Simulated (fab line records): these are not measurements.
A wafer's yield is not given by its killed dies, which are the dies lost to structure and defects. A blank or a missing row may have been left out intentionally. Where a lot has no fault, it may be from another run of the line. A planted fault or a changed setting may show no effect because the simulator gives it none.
A struck lot beside a sound one | flow berkeleyCmos170 | 43 out of 331 route steps
Sound: the wafers L679.1, L679.4, L679.6. Wafers L682.2, L682.5, L682.6 were the ones struck. The cause is given at the end.
Per side, at each step with rows, come the tool, then ch with its chambers, and then its first start. Under that, the readings that differ: sound wafers | struck wafers | difference of the means | sigmas: that difference in standard deviations of wafers without a fault.
alike: words and numbers the same on both sides, and readings whose means are apart by under 2 such deviations; not compared: readings that were withheld, readings missing a value for some wafer, numbers with overlapping values and no deviation given by the record, and bounds like >300 which may hide the same value.
Wherever a step has rows on one side only, a row that says differs or no value, or a row with sigmas, the two part there. Numbers that don't overlap but have no deviation are shown without sigmas and don't part them. A reading missing from all wafers of one side parts the sides only when that side holds two or more wafers.

first, 1 step without rows for these wafers: UCB170_GATE_ETCH_15 (etches poly-Si in HBr/Cl2, stops on SiO2, time 56.3 s, target depth 278.2 nm).
UCB170_GATE_STRIP_16: strips in O2.
  sound on plasmaAsher-04 ch 0,1, day 9 13:25; struck on plasmaAsher-02 ch 0,1, day 10 13:13
  alike: chamberPressureMTorr, drypumpMotorCurrentA, oesProductAu
  not compared: rfHoursCounterH
UCB170_GATE_CD_MEAS_90 targets a cd of 350 nm.
  sound on cdSem-01, day 9 13:31; struck on cdSem-02, day 10 13:20
  alike: cdNm
then, 7 steps without rows for these wafers: UCB170_GATE_CLEAN_17 (cleans in SPM, time 600 s); UCB170_PLDD_HMDS_00 (prime time 60 s); UCB170_PLDD_COAT_01 (resist thk 907 nm); UCB170_PLDD_SOFTBAKE_02 (time 60 s); UCB170_PLDD_EXPOSE_03 (exposes mask PSELECT, target cd 1200 nm); UCB170_PLDD_PEB_04; UCB170_PLDD_DEVELOP_05 (develop time 45 s).
UCB170_PLDD_CD_MEAS_06 targets a cd of 1200 nm.
  sound on cdSem-01, day 9 18:32; struck on cdSem-02, day 10 17:57
  alike: cdNm
UCB170_PLDD_OVL_MEAS_07:
  sound on overlay-01, day 9 18:39; struck on overlay-02, day 10 18:04
  alike: PLDD_OVL
UCB170_PLDD_IMPLANT_08:
  sound on implanter-04 ch 0, day 9 18:41; struck on implanter-04 ch 0, day 10 18:07
reading     | sound                         | struck                        | difference | sigmas
beamOnS (s) | 10.05 10.03 9.76              | 13.90 13.92 13.48             | +3.82      | +19
doseIonsCm2 | 5.004e+13 5.002e+13 4.995e+13 | 7.094e+13 7.098e+13 7.096e+13 | +2.096e+13 | +99 or more
following that, these wafers have no rows for 1 step: UCB170_PLDD_IMPLANT_09.
UCB170_PLDD_STRIP_10: strips in O2.
  sound on plasmaAsher-03 ch 0, day 9 18:59; struck on plasmaAsher-01 ch 0,1, day 10 18:23
reading                  | sound       | struck      | difference | sigmas
drypumpMotorCurrentA (A) | 4.8 4.8 4.8 | 5.9 5.9 6.0 | +1.1       | +2
  alike: chamberPressureMTorr, oesProductAu, stripTimeToEndpointS
  not compared: rfHoursCounterH
UCB170_PLDD_TW_MEAS_11:
  sound on filmMetro-02, day 9 19:05; struck on filmMetro-01, day 10 18:44
reading | sound          | struck         | difference | sigmas
PLDD_TW | 1008 1016 1012 | 1074 1071 1074 | +61        | +10
  not compared: hold
then, 6 steps without rows for these wafers: UCB170_NLDD_HMDS_00 (prime time 60 s); UCB170_NLDD_COAT_01 (resist thk 900 nm); UCB170_NLDD_SOFTBAKE_02 (time 60 s); UCB170_NLDD_EXPOSE_03 (exposes mask NSELECT, target cd 1200 nm); UCB170_NLDD_PEB_04; UCB170_NLDD_DEVELOP_05 (develop time 45 s).
UCB170_NLDD_CD_MEAS_06 targets a cd of 1200 nm.
  sound on cdSem-01, day 9 22:32; struck on cdSem-01, day 10 22:59
  alike: cdNm
UCB170_NLDD_OVL_MEAS_07:
  sound on overlay-01, day 9 22:40; struck on overlay-02, day 10 23:05
  alike: NLDD_OVL
then, 2 steps without rows for these wafers: UCB170_NLDD_IMPLANT_08; UCB170_NLDD_IMPLANT_09.
UCB170_NLDD_STRIP_10: strips in O2.
  sound on plasmaAsher-01 ch 0, day 9 22:59; struck on plasmaAsher-01 ch 0,1, day 10 23:25
  alike: chamberPressureMTorr, drypumpMotorCurrentA, oesProductAu, stripTimeToEndpointS
  not compared: rfHoursCounterH
UCB170_NLDD_TW_MEAS_11:
  sound on filmMetro-01, day 9 23:05; struck on filmMetro-02, day 10 23:32
  alike: NLDD_TW
then, 1 step without rows for these wafers: UCB170_NLDD_CLEAN_12 (cleans in SPM, time 600 s).
UCB170_SPACER_CVD_00: deposits SiO2 from TEOS/O2, target thk 376 nm, time 45.16 s.
  sound on pecvd-04 ch 0,2, day 9 23:20; struck on pecvd-03 ch 0,2, day 10 23:57
  alike: heaterPowerW, rfFwdPowerW
UCB170_SPACER_THK_MEAS_01:
  sound on filmMetro-02, day 9 23:22; struck on filmMetro-02, day 11 00:01
  alike: SPACER_TEOS_THK
then, 1 step without rows for these wafers: UCB170_SPACER_ANNEAL_02 (time 1800 s).
UCB170_SPACER_ETCHBACK_03: etches SiO2 in CHF3/CF4/Ar, stops on Si, target depth 376 nm, time 100 s.
  sound on rieDiel-03 ch 0,1,2, day 10 03:53; struck on rieDiel-01 ch 0,1, day 11 03:04
  alike: chamberPressureMTorr, drypumpMotorCurrentA, oesProductAu, rfFwdPowerW, throttleValvePct
  not compared: rfHoursCounterH
then, 6 steps without rows for these wafers: UCB170_PSD_HMDS_00 (prime time 60 s); UCB170_PSD_COAT_01 (resist thk 900 nm); UCB170_PSD_SOFTBAKE_02 (time 60 s); UCB170_PSD_EXPOSE_03 (exposes mask PSELECT MOD, target cd 1200 nm); UCB170_PSD_PEB_04; UCB170_PSD_DEVELOP_05 (develop time 45 s).
UCB170_PSD_CD_MEAS_06 targets a cd of 1200 nm.
  sound on cdSem-02, day 10 04:52; struck on cdSem-02, day 11 04:20
  alike: cdNm
UCB170_PSD_OVL_MEAS_07:
  sound on overlay-02, day 10 04:59; struck on overlay-01, day 11 04:27
  alike: PSD_OVL
UCB170_SDANNEAL_RS_MEAS_04: the measuring method here is four-point-probe.
  sound on filmMetro-01, day 10 08:26; struck on filmMetro-04, day 11 08:28
reading          | sound                | struck            | difference | sigmas
PLDD_RS (ohm/sq) | 1028.5 1028.1 1027.4 | 882.8 884.1 887.4 | -143.2     | -49
  not compared: hold
UCB170_M3_PROBE_99:
  rows exist in the record for the sound wafers here (prober-01, day 11 04:43), none for the struck ones

## WHERE THEY PART
First at UCB170_PLDD_IMPLANT_08; last, within this record, at UCB170_M3_PROBE_99.

WHY: what the simulator had put in
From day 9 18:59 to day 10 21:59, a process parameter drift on implanter-04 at UCB170_PLDD_IMPLANT_08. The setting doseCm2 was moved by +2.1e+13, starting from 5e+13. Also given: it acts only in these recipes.
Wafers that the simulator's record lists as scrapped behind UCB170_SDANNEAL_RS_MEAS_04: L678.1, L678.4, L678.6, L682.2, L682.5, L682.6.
